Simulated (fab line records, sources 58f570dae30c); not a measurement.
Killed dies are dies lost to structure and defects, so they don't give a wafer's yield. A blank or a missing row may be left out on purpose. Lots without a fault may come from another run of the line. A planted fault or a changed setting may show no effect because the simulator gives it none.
Split-lot experiment | flow berkeley_cmos170 | 5 lots, 23 wafers read, on a route of 331 steps

THE SPLIT
At UCB170_PVT_IMPLANT_07, the setting energy_kev was moved away from the recipe's 30 on 10 of the 23 wafers read, by -5.5% to +4.0%. The other wafers ran this setting at the recipe's value.

The reading is taken at the split's own step.

THE READING
implant.drp_nm (the simulator's own value, which no gauge read), in nm, at UCB170_PVT_IMPLANT_07. The file gives no usual value for it.

wafer  | tool, chamber at the split | energy_kev as run | against the recipe | implant.drp_nm, nm | against lot-mates on the recipe
L076.2 | implanter-03, 0            | 30                | recipe             | 16.56              | -
L076.3 | implanter-03, 0            | 30                | recipe             | 16.56              | -
L076.4 | implanter-03, 0            | 30                | recipe             | 16.56              | -
L076.5 | implanter-03, 0            | 28.36             | -5.5%              | 16.01              | -0.55
L076.6 | implanter-03, 0            | 28.36             | -5.5%              | 16.01              | -0.55
L075.1 | implanter-01, 0            | 30                | recipe             | 16.56              | -
L075.6 | implanter-01, 0            | 30                | recipe             | 16.56              | -
L075.2 | implanter-01, 0            | 31.19             | +4.0%              | 17.11              | +0.55
L075.3 | implanter-01, 0            | 31.19             | +4.0%              | 17.11              | +0.55
L075.4 | implanter-01, 0            | 31.19             | +4.0%              | 17.11              | +0.55
L074.1 | implanter-03, 0            | 31.21             | +4.0%              | 17.12              | +0.56
L074.4 | implanter-03, 0            | 31.21             | +4.0%              | 17.12              | +0.56
L074.2 | implanter-03, 0            | 30                | recipe             | 16.56              | -
L074.3 | implanter-03, 0            | 30                | recipe             | 16.56              | -
L074.5 | implanter-03, 0            | 30                | recipe             | 16.56              | -
L083.1 | implanter-01, 0            | 31.04             | +3.5%              | 17.04              | +0.48
L083.3 | implanter-01, 0            | 31.04             | +3.5%              | 17.04              | +0.48
L083.4 | implanter-01, 0            | 31.04             | +3.5%              | 17.04              | +0.48
L083.2 | implanter-01, 0            | 30                | recipe             | 16.56              | -
L083.6 | implanter-01, 0            | 30                | recipe             | 16.56              | -
L082.1 | implanter-04, 0            | 30                | recipe             | 16.56              | -
L082.3 | implanter-04, 0            | 30                | recipe             | 16.56              | -
L082.4 | implanter-04, 0            | 30                | recipe             | 16.56              | -

THE FIT
A straight line over all 23 wafers: implant.drp_nm changes by +0.122 nm for each +1% of energy_kev; r = +0.99; the points scatter about the line by 0.041 nm.
The same after taking each lot's own level away (the mean of its wafers on the recipe; 23 wafers): +0.122 nm for each +1%; r = +0.99; scatter 0.041 nm.
On that fit, the largest move of energy_kev shifts the reading by 0.67 nm.
The lots' own levels span 16.560 to 16.560 nm.
So the lot-to-lot level changes the slope little: the two slopes agree.
Check: with one of the wafers moved furthest among these (-5.5%) left out of the fit, the line predicts -0.671 nm for it against its lot-mates. It came out at -0.55 nm against them.

OTHER SPLITS ON THESE WAFERS
These wafers also went through other splits before the reading. Each is held against what the fit with the lots' levels taken away leaves over:
other split on the same wafers        | wafers away from the commonest value | r with implant.drp_nm (lot level and that fit taken away)
UCB170_NWELL_CVD_04 sih2cl2_flow_sccm | 18                                   | -0.06
UCB170_NWELL_COAT_07 resist_thk_nm    | 5                                    | +0.08
UCB170_PWELL_IMPLANT_15 energy_kev    | 5                                    | +0.09
UCB170_ACTIVE_COAT_08 resist_thk_nm   | 8                                    | -0.08
UCB170_ACTIVE_ETCH_15 over_etch_frac  | 11                                   | +0.13
UCB170_PFIELD_COAT_01 spin_rpm        | 5                                    | -0.12

THE WHOLE CHAIN: every reading that the file lists as answering this split, in the file's order
step                  | what it does | reading                                                         | change (the file's fit)               | r (the file's)
UCB170_PVT_IMPLANT_07 |              | implant.rp_nm (the simulator's own value, which no gauge read)  | +0.301 nm for each +1% of the setting | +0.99
UCB170_PVT_IMPLANT_07 |              | implant.drp_nm (the simulator's own value, which no gauge read) | +0.123 nm for each +1% of the setting | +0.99

THE FILE'S OWN FIT
implant.drp_nm changes by +0.123 nm for each +1% of energy_kev, r = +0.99.
